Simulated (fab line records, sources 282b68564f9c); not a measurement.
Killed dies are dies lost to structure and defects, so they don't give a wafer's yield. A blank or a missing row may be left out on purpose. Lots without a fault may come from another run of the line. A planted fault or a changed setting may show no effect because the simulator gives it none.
Problem report in the 8D (eight disciplines) form, filled by code | flow rit_cmos | the parts of the form that need people (team, actions taken, sign-off) are left out

1. THE PROBLEM
NLDD_TW at RIT_NLDD_TW_MEAS_10 reads a mean of 2767 on 6 wafers of 2 lots; wafers without a fault read 2525 with a standard deviation of 17. That is +14 standard deviations from the usual mean.
First seen on wafer L643.2, day 7 07:56, on film_metro-04. The record holds 42 wafers of 14 lots with a number at this step. Rule for "out", or "out of limits": more than 4 standard deviations from the usual mean. The other wafers with a number count as sound.

2. WHAT IT IS AND WHAT IT IS NOT
question                    | is                           | is not
which readings at this step | NLDD_TW                      | -
which lots                  | L643, L644                   | L622, L623, L624, L626, L627, L628, L629, L631, L632, L633, L634, L635
which wafers of those lots  | all that have a number       | -
read on which gauges        | film_metro-03, film_metro-04 | film_metro-02
when                        | from day 7 07:56             | up to then (36 sound wafers)

3. SUSPECTS, AND WHAT RULES EACH OUT
Counting: a tool at a process step up to the reading stays a suspect if it ran every lot that is out and no sound lot after the first of them.
- the gauge at RIT_NLDD_TW_MEAS_10: ruled out. The wafers that are out were read on 2 gauges (film_metro-03, film_metro-04).
- implanter-04 at RIT_NLDD_IMPLANT_08: kept. It ran every lot that is out, first L643 (day 7 07:37), and no sound lot after that; its last sound lot up to then is L635 (day 5 18:20). Its own readings are out on those wafers: beam_on_s, faraday_current_uA.
Left after counting: implanter-04 at RIT_NLDD_IMPLANT_08.

4. THE CAUSE (what the simulator had put in)
Process parameter drift: implanter-04, from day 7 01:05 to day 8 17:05, at RIT_NLDD_IMPLANT_08. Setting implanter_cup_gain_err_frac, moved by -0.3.
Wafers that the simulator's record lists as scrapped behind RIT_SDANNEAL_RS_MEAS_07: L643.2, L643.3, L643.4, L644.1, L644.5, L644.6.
Counting left only this tool.

5. THE CHAIN OF EFFECTS, in route order
Each row: a reading whose mean over the struck wafers that have a number lies more than 3 standard deviations from the usual. Only readings for which the record gives a usual standard deviation are gone through. hours: the time from each lot's start at the first step in this table that gives one to its start at this step, as a median over the lots. sigmas: the change in usual standard deviations.
hours | step                    | reading            | usual        | on struck wafers | change | sigmas
0     | RIT_NLDD_IMPLANT_08     | beam_on_s          | 10.04 s      | 14.22            | +4.18  | +22
0     | RIT_NLDD_IMPLANT_08     | faraday_current_uA | 1567         | 1106             | -460   | -16
0     | RIT_NLDD_TW_MEAS_10     | NLDD_TW            | 2525         | 2767             | +242   | +14
17    | RIT_SDANNEAL_RS_MEAS_07 | NLDD_RS            | 151.9 ohm/sq | 114.0            | -37.9  | -72
The process steps in it:
- RIT_NLDD_IMPLANT_08

6. WHAT WOULD HAVE CAUGHT IT SOONER
In this record the first reading out of limits at a measuring or inspecting step was taken at day 7 07:56, 7 hours after the fault began at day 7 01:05.
The tool's own readings at RIT_NLDD_IMPLANT_08 were out on every struck wafer that the step has a row for (beam_on_s, faraday_current_uA): an alarm limit on them would have fired on the first of those.
Of the lots that are out (2), L644 began RIT_NLDD_IMPLANT_08 on implanter-04 after day 7 07:56. A hold on the tool at that time would have spared it.
